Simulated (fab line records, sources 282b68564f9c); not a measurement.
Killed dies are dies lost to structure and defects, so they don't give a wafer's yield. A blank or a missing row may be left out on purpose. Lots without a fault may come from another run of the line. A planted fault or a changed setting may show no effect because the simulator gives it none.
A struck lot beside a sound one | flow rit_cmos | 15 steps out of a route of 202
Sound: wafers L770.2, L770.3, L770.6. Struck: wafers L782.2, L782.3, L782.4. The cause comes at the end.
At each step with rows: each side's tool, then ch and its chambers, then its first start. Under that, the readings that differ: sound wafers | struck wafers | difference of the means | sigmas: that difference in standard deviations of wafers without a fault.
alike: readings whose means differ by less than 2 such deviations, and words and numbers that are the same on both sides. not compared: withheld readings, readings that some wafer has no value for, bounds like >300 that may hide the same value, and numbers for which the record gives no deviation and whose values overlap.
The two part at a step that has a row with sigmas, a row that says differs or no value, or rows on one side only. Numbers that don't overlap but have no deviation are shown without sigmas and don't part them. A reading that every wafer of one side lacks parts them only if that side has two wafers or more.

first, 2 steps without rows for these wafers: RIT_NWELL_HARDBAKE_07 (time 120 s); RIT_NWELL_IMPLANT_08.
RIT_NWELL_STRIP_09: strips in O2, time 180 s.
  sound on plasma_asher-04 ch 0,1, day 2 19:08; struck on plasma_asher-02 ch 0,1, day 5 06:13
  alike: drypump_motor_current_A, rf_refl_power_W
  not compared: rf_hours_counter_h
RIT_NWELL_TW_MEAS_10:
  sound on film_metro-03, day 2 19:20; struck on film_metro-02, day 5 06:24
  alike: NWELL_TW
then, 6 steps without rows for these wafers: RIT_PWELL_HMDS_00 (prime time 60 s); RIT_PWELL_COAT_01 (resist thk 1300 nm); RIT_PWELL_SOFTBAKE_02 (time 60 s); RIT_PWELL_EXPOSE_03 (exposes mask M3, target cd 43700 nm); RIT_PWELL_PEB_04; RIT_PWELL_DEVELOP_05 (develop time 68 s).
RIT_PWELL_OVL_MEAS_06:
  sound on overlay-01, day 2 20:16; struck on overlay-01, day 5 07:31
  alike: PWELL_OVL
then, 1 step without rows for these wafers: RIT_PWELL_HARDBAKE_07 (time 120 s).
RIT_PWELL_IMPLANT_08:
  sound on implanter-04 ch 0, day 2 20:34; struck on implanter-04 ch 0, day 5 07:49
  reading                   | sound                | struck               | difference | sigmas
  beam_energy_keV           | 170.01 169.94 169.93 | 176.60 176.60 176.65 | +6.66      | +99 or more
  model.implant.drp_nm (nm) | 102.9 102.9 102.9    | 103.9 103.9 103.9    | +1.0       |
RIT_PWELL_STRIP_09: strips in O2, time 180 s.
  sound on plasma_asher-04 ch 0, day 2 20:41; struck on plasma_asher-04 ch 0,1, day 5 07:56
  alike: drypump_motor_current_A, rf_refl_power_W
  not compared: rf_hours_counter_h
then, 1 step without rows for these wafers: RIT_M1_PROBE_99.

WHERE THEY PART
Only at RIT_PWELL_IMPLANT_08, within this record. Later steps at which nothing parts them and some readings are alike: RIT_PWELL_STRIP_09.

WHY: what the simulator had put in
Process parameter drift: implanter-04, from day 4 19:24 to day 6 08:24, at RIT_PWELL_IMPLANT_08. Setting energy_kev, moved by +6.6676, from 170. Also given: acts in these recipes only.
